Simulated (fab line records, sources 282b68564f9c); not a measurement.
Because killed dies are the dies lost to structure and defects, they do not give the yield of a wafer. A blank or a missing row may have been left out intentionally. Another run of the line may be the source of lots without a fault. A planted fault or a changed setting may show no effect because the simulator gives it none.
fab line records    flow rit_cmos
[record] lots = 6  wafers = 18  last_day = 7
route steps=202 shown PSD@149 SDANNEAL@153 NSD@158 PLDD@159 NLDD@160 SILICIDE@161
lots that met no fault: from a run of the same line without faults
start_h: the number of hours between the record's first day and the start of the first shown wafer of the lot    wait_h: hours since the lot's step before    " repeats the value in the row above    L1.1+2: several wafers, shown together as one row    - no value present, or no start provided    * or withheld: withheld    < > ~ a bound
route shown NAME@n: a module of which the file shows steps, and the number in the route of the first    usual: the fault-free wafers' mean and standard deviation    same: alike in all rows    chamber/n: place in a boat    sites: each site's reading    _std_site: standard deviation across them    _edge_site: outer sites' mean less inner sites'    radius_mm: for every site, how far away it sits from the centre of the wafer    mask NAME#n: copy n    behind: the most recent tool/chamber to have shaped the wafer    hold: cause of the lot's hold/its duration in hours/its outcome    device: transistor that didn't switch, given as n, p or np    end of line: the same wafers' tests at the end of the route    a step without rows: its recipe alone    killed: not the wafer's yield, but the dies lost to structure and defects at the first sort    map: the dies of a wafer, with x for killed, . for not killed, _ for no die there
set.NAME: the setting as run; set.NAME@STEP: as run at that earlier step    model.NAME: the simulator's own value behind a step, which no gauge read
lots seen at some steps along the route; tables by step, rows by wafer
services: from which hour (start_h, from the record's first day; less than 0 if before it) a tool's chamber was out of use, for how many hours, and why
[[steps]]
[step RIT_PSD_HARDBAKE_07]
[recipe] resist = NOVOLAK  temp_c = 140  time_s = 60
[step RIT_PSD_IMPLANT_08]
[recipe] species = BF2  energy_kev = 27  dose_cm2 = 5e+15  tilt_deg = 7
[step RIT_PSD_STRIP_09]
[recipe] chemistry = O2  time_s = 180  resist = NOVOLAK  platen_temp_c = withheld  power_w = 500  pressure_mtorr = 4000  o2_flow_sccm = 4000
[usual] drypump_motor_current_A = 5.9/0.57
lot.wafer  tool             chamber  start_h  wait_h  drypump_motor_current_A  rf_hours_counter_h
L652.2     plasma_asher-04  1        59.84    0.1     6.5                      42
L652.4     "                1        "        "       6.5                      -
L652.6     "                0        "        "       5.8                      -
L658.1     plasma_asher-04  0        90.40    0.1     5.8                      47
L658.2     "                1        "        "       6.5                      47
L658.3     "                1        "        "       6.5                      -
L659.2     plasma_asher-04  0        93.75    0.1     5.8                      47
L659.4     "                1        "        "       6.5                      -
L659.5     "                1        "        "       6.5                      -
L661.1     plasma_asher-02  1        104.17   0.1     4.9                      43
L661.2     "                0        "        "       6.2                      43
L661.3     "                0        "        "       6.2                      -
L670.2     plasma_asher-04  1        149.44   0.1     6.5                      54
L670.5     "                0        "        "       5.8                      -
L670.6     "                1        "        "       6.5                      -
L673.3     plasma_asher-04  0        164.86   0.1     5.8                      -
L673.4     "                1        "        "       6.5                      -
L673.5     "                1        "        "       6.5                      -
[step RIT_PSD_TW_MEAS_10]
[usual] PSD_TW = 3390/18
lot.wafer  tool           chamber  start_h  wait_h  PSD_TW
L652.2     film_metro-03  -        60.03    0.1     3430
L652.4     "              -        "        "       3421
L652.6     "              -        "        "       3424
L658.1     film_metro-04  -        90.57    0.1     3359
L658.2     "              -        "        "       3369
L658.3     "              -        "        "       3376
L659.2     film_metro-04  -        93.93    0.1     3377
L659.4     "              -        "        "       3384
L659.5     "              -        "        "       3373
L661.1     film_metro-02  -        104.35   0.1     3390
L661.2     "              -        "        "       3398
L661.3     "              -        "        "       3389
L670.2     film_metro-02  -        149.63   0.1     3376
L670.5     "              -        "        "       3385
L670.6     "              -        "        "       3379
L673.3     film_metro-02  -        165.00   0.1     3386
L673.4     "              -        "        "       3376
L673.5     "              -        "        "       3382
[step RIT_SDANNEAL_CLEAN_00]
[recipe] chemistry = SC1  mix = 3:3:50  time_s = 600  temp_c = 75
[step RIT_SDANNEAL_CLEAN_01]
[recipe] chemistry = dHF  dilution = 50:1  time_s = 30
[step RIT_SDANNEAL_CLEAN_02]
[recipe] chemistry = SC2  mix = 3:3:50  time_s = 600  temp_c = 75  dry = n2_spin
[step RIT_SDANNEAL_RTA_03]
[recipe] temp_c = 1050  time_s = 5  idle_temp_c = 600  ramp_up_c_per_s = 342  ramp_down_c_per_s = 171  cool_to_c = 600  ambient = N2
[usual] ramp_up_c_per_s = 342.00/0.064  wafer_temp_C_max = 1053.4/1
lot.wafer  tool           chamber  start_h  wait_h  ramp_up_c_per_s  wafer_temp_C_max
L652.2     rtp_anneal-01  0        60.46    0.0     341.98           1054.1
L652.4     "              0        "        "       342.09           1051.7
L652.6     "              0        "        "       342.00           1052.7
L658.1     rtp_anneal-01  0        91.00    0.0     342.05           1052.5
L658.2     "              0        "        "       341.99           1054.5
L658.3     "              0        "        "       341.96           1053.8
L659.2     rtp_anneal-02  0        94.36    0.0     342.01           1052.2
L659.4     "              0        "        "       342.04           1053.0
L659.5     "              0        "        "       342.00           1052.3
L661.1     rtp_anneal-02  0        104.77   0.0     341.93           1052.1
L661.2     "              0        "        "       342.07           1054.3
L661.3     "              0        "        "       341.92           1053.7
L670.2     rtp_anneal-02  0        150.07   0.0     342.06           1053.4
L670.5     "              0        "        "       342.03           1054.1
L670.6     "              0        "        "       342.03           1053.1
L673.3     rtp_anneal-01  0        165.44   0.0     341.93           1053.2
L673.4     "              0        "        "       341.99           1053.5
L673.5     "              0        "        "       342.01           1052.8
[step RIT_SDANNEAL_RS_MEAS_04]
[recipe] thk_meas_gauge = four-point-probe
[usual] PSD_RS = 115.80/0.26
lot.wafer  tool           chamber  start_h  wait_h  PSD_RS[ohm/sq]
L652.2     film_metro-02  -        60.52    0.1     115.92
L652.4     "              -        "        "       116.05
L652.6     "              -        "        "       115.61
L658.1     film_metro-03  -        91.06    0.0     115.76
L658.2     "              -        "        "       115.97
L658.3     "              -        "        "       115.90
L659.2     film_metro-04  -        94.43    0.1     115.94
L659.4     "              -        "        "       115.96
L659.5     "              -        "        "       115.89
L661.1     film_metro-04  -        104.83   0.0     115.70
L661.2     "              -        "        "       115.81
L661.3     "              -        "        "       115.91
L670.2     film_metro-03  -        150.14   0.1     115.72
L670.5     "              -        "        "       115.60
L670.6     "              -        "        "       115.63
L673.3     film_metro-04  -        165.52   0.1     115.56
L673.4     "              -        "        "       115.69
L673.5     "              -        "        "       115.76
[step RIT_SDANNEAL_RS_MEAS_05]
[recipe] thk_meas_gauge = four-point-probe
[usual] NSD_RS = 84.6/0.3
lot.wafer  tool           chamber  start_h  wait_h  NSD_RS[ohm/sq]
L652.2     film_metro-02  -        60.64    0.1     84.4
L652.4     "              -        "        "       85.0
L652.6     "              -        "        "       85.0
L658.1     film_metro-03  -        91.18    0.1     85.0
L658.2     "              -        "        "       84.3
L658.3     "              -        "        "       84.2
L659.2     film_metro-04  -        94.55    0.1     84.3
L659.4     "              -        "        "       84.4
L659.5     "              -        "        "       84.3
L661.1     film_metro-04  -        104.95   0.1     84.6
L661.2     "              -        "        "       84.4
L661.3     "              -        "        "       84.7
L670.2     film_metro-03  -        150.26   0.1     84.6
L670.5     "              -        "        "       84.2
L670.6     "              -        "        "       84.3
L673.3     film_metro-04  -        165.64   0.1     84.4
L673.4     "              -        "        "       84.3
L673.5     "              -        "        "       84.5
[step RIT_SDANNEAL_RS_MEAS_06]
[recipe] thk_meas_gauge = four-point-probe
[usual] PLDD_RS = 178.5/0.46
lot.wafer  tool           chamber  start_h  wait_h  PLDD_RS[ohm/sq]
L652.2     film_metro-02  -        60.76    0.1     178.6
L652.4     "              -        "        "       179.1
L652.6     "              -        "        "       178.5
L658.1     film_metro-03  -        91.30    0.1     178.1
L658.2     "              -        "        "       178.2
L658.3     "              -        "        "       178.3
L659.2     film_metro-04  -        94.67    0.1     178.3
L659.4     "              -        "        "       178.8
L659.5     "              -        "        "       178.9
L661.1     film_metro-04  -        105.07   0.1     178.3
L661.2     "              -        "        "       178.2
L661.3     "              -        "        "       178.2
L670.2     film_metro-03  -        150.38   0.1     178.5
L670.5     "              -        "        "       178.8
L670.6     "              -        "        "       178.9
L673.3     film_metro-04  -        165.76   0.1     178.3
L673.4     "              -        "        "       178.2
L673.5     "              -        "        "       177.9
[step RIT_SDANNEAL_RS_MEAS_07]
[recipe] thk_meas_gauge = four-point-probe
[usual] NLDD_RS = 151.5/0.55
lot.wafer  tool           chamber  start_h  wait_h  NLDD_RS[ohm/sq]
L652.2     film_metro-02  -        60.88    0.1     151.0
L652.4     "              -        "        "       151.0
L652.6     "              -        "        "       151.0
L658.1     film_metro-03  -        91.42    0.1     151.6
L658.2     "              -        "        "       151.0
L658.3     "              -        "        "       151.7
L659.2     film_metro-04  -        94.79    0.1     150.7
L659.4     "              -        "        "       150.9
L659.5     "              -        "        "       150.9
L661.1     film_metro-04  -        105.19   0.1     151.6
L661.2     "              -        "        "       151.7
L661.3     "              -        "        "       152.0
L670.2     film_metro-03  -        150.50   0.1     151.6
L670.5     "              -        "        "       150.9
L670.6     "              -        "        "       150.9
L673.3     film_metro-04  -        165.88   0.1     151.5
L673.4     "              -        "        "       151.5
L673.5     "              -        "        "       151.8
[step RIT_SILICIDE_WET_ETCH_00]
[recipe] chemistry = BOE  target = SiO2  target_depth_nm = 14  time_s = 15  dry = n2_spin  dilution = 10:1  temp_c = 21.5
[usual] bath_heat_duty_pct = 1.8/0.38  run_length_s = 43.1/1.8  temp_c = 21.50/0.11
lot.wafer  tool          chamber  start_h  wait_h  bath_heat_duty_pct  run_length_s  temp_c  model.SiO2_of_FOX2_OXIDATION_00.thk_nm
L652.2     wet_bench-02  2        60.98    0.1     1.7                 42.2          21.64   152
L652.4     "             2        "        "       1.7                 42.2          21.36   152.6
L652.6     "             2        "        "       1.4                 42.2          21.68   154.7
L658.1     wet_bench-01  1        91.54    0.1     -                   -             -       162.2
L658.2     "             1        "        "       -                   -             -       161.4
L658.3     "             1        "        "       -                   -             -       154.8
L659.2     wet_bench-03  3        94.89    0.1     -                   -             -       176.3
L659.4     "             3        "        "       -                   -             -       172.4
L659.5     "             3        "        "       -                   -             -       173
L661.1     wet_bench-03  2        105.31   0.1     2.2                 42.2          21.31   155.3
L661.2     "             2        "        "       1.4                 42.2          21.51   149.3
L661.3     "             2        "        "       1.8                 42.2          21.49   153.2
L670.2     wet_bench-02  2        150.60   0.1     1.0                 46.6          21.37   161.5
L670.5     "             2        "        "       1.2                 46.6          21.50   161.5
L670.6     "             2        "        "       1.6                 46.6          21.40   157.5
L673.3     wet_bench-02  2        165.96   0.1     1.5                 42.0          21.55   157.2
L673.4     "             2        "        "       1.8                 42.0          21.54   148.3
L673.5     "             2        "        "       1.7                 42.0          21.50   151.8
[step RIT_SILICIDE_SPUTTER_01]
[recipe] material = Ti  target_thk_nm = 30  power_w = 350  chamber_pressure_pa = 0.667  gas = Ar  time_s = 240  substrate_temp_c = 25
[usual] throttle_valve_pct = 30.2/1.2
lot.wafer  tool            chamber  start_h  wait_h  throttle_valve_pct
L652.2     pvd_sputter-02  -        61.00    0.0     31.9
L652.4     "               -        "        "       31.5
L652.6     "               -        "        "       32.0
L658.1     pvd_sputter-02  -        91.55    0.0     31.8
L658.2     "               -        "        "       29.5
L658.3     "               -        "        "       31.7
L659.2     pvd_sputter-01  -        94.90    0.0     27.6
L659.4     "               -        "        "       30.0
L659.5     "               -        "        "       29.8
L661.1     pvd_sputter-01  -        105.32   0.0     29.7
L661.2     "               -        "        "       27.7
L661.3     "               -        "        "       30.5
L670.2     pvd_sputter-02  -        150.61   0.0     31.0
L670.5     "               -        "        "       30.8
L670.6     "               -        "        "       31.6
L673.3     pvd_sputter-01  -        165.97   0.0     30.7
L673.4     "               -        "        "       27.6
L673.5     "               -        "        "       29.7
[[services]]
tool             chamber  start_h  hours  kind
pvd_sputter-01   -        41.12    1.0    repair
plasma_asher-02  -        108.75   9.0    pm
plasma_asher-02  0        108.75   9.0    vent_cycle
plasma_asher-02  1        108.75   9.0    vent_cycle
plasma_asher-02  0        117.75   -      clean
plasma_asher-02  1        117.75   -      clean
plasma_asher-02  -        120.17   14.6   pm
pvd_sputter-01   -        129.90   4.9    repair
pvd_sputter-02   -        134.37   15.5   repair
rtp_anneal-01    -        149.12   4.0    pm
pvd_sputter-02   -        164.84   2.0    repair
[[key]]
[first_sign] step = RIT_SILICIDE_WET_ETCH_00  reading = tool_record  direction = missing
effect none on later readings
[model_effect] step = RIT_SILICIDE_WET_ETCH_00  value = SiO2_of_FOX2_OXIDATION_00.thk_nm  without = 151.1  struck = 166.7
met_at RIT_SILICIDE_WET_ETCH_00
struck_wafers L658.1,L658.2,L658.3,L659.2,L659.4,L659.5
later_rows_left_out L658.1,L658.2,L658.3,L659.2,L659.4,L659.5
sort_left_out L658.1,L658.2,L658.3,L659.2,L659.4,L659.5
tester_left_out L658,L659
[fault] kind = skipped_step_whole  tool = wet_bench-01,wet_bench-03  chamber = -  onset_h = 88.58  steps = RIT_SILICIDE_WET_ETCH_00  scope = struck_lots_only
// tester_left_out: of these lots the tester's yield and bins aren't shown, on N5 and GAA mostly nor the transistor test; their killed dies are dies lost to structure and defects alone, not to doping, threshold or leakage, so they don't give the yield
// sort_left_out: the simulated sort isn't trusted on such a fault, so these wafers' sort isn't shown, and their yield isn't known
// later_rows_left_out: the simulator's readings of these wafers behind a module that went badly wrong aren't trusted and aren't shown, but for the sort
